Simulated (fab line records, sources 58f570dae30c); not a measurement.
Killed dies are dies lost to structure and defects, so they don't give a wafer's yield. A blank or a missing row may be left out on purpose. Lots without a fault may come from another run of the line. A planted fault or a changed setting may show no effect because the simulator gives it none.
Problem report in the 8D (eight disciplines) form, filled by code | flow berkeley_cmos170 | the parts of the form that need people (team, actions taken, sign-off) are left out

1. THE PROBLEM
beam_energy_keV at UCB170_PFIELD_IMPLANT_07 reads a mean of 81.026 on 6 wafers of 2 lots; wafers without a fault read 79.997 with a standard deviation of 0.023. That is +45 standard deviations from the usual mean.
First seen on wafer L373.2, day 7 06:24, on implanter-02. The record holds 18 wafers of 6 lots with a number at this step. Rule for "out", or "out of limits": more than 4 standard deviations from the usual mean. The other wafers with a number count as sound.

2. WHAT IT IS AND WHAT IT IS NOT
question                    | is                     | is not
which readings at this step | beam_energy_keV        | -
which lots                  | L373, L376             | L362, L367, L381, L384
which wafers of those lots  | all that have a number | -
read on which tools         | implanter-02           | implanter-01, implanter-04
when                        | from day 7 06:24       | up to then (6 sound wafers); but 6 sound wafers of L381, L384 came after

3. SUSPECTS, AND WHAT RULES EACH OUT
Counting: a tool at a process step up to the reading stays a suspect if it ran every lot that is out and no sound lot after the first of them.
- rie_diel-04 at UCB170_ACTIVE_ETCH_15 (etches Si3N4 in CH3F/Ar/O2, stops on SiO2, target depth 242 nm, time 151 s): ruled out as a lasting fault. Sound lots L384 ran on it after its first lot that is out, L373 (day 7 02:50).
- implanter-02 at UCB170_PFIELD_IMPLANT_07: kept. It ran every lot that is out, first L373 (day 7 06:24), and no sound lot after that; its last sound lot up to then is L362 (day 4 01:08). Its own readings are out on those wafers: beam_energy_keV.
Left after counting: implanter-02 at UCB170_PFIELD_IMPLANT_07.

4. THE CAUSE (what the simulator had put in)
Process parameter drift: implanter-02, from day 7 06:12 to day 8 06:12, at UCB170_PFIELD_IMPLANT_07. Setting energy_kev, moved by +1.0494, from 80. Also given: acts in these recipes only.
Counting left only this tool.

5. THE CHAIN OF EFFECTS, in route order
Each row: a reading whose mean over the struck wafers that have a number lies more than 3 standard deviations from the usual. Only readings for which the record gives a usual standard deviation are gone through. hours: the time from each lot's start at the first step in this table that gives one to its start at this step, as a median over the lots. sigmas: the change in usual standard deviations.
hours | step                     | reading         | usual  | on struck wafers | change | sigmas
0     | UCB170_PFIELD_IMPLANT_07 | beam_energy_keV | 79.997 | 81.026           | +1.029 | +45
The process steps in it:
- UCB170_PFIELD_IMPLANT_07

6. WHAT WOULD HAVE CAUGHT IT SOONER
In this record the first reading out of limits was taken at day 7 06:24, 0 hours after the fault began at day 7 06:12.
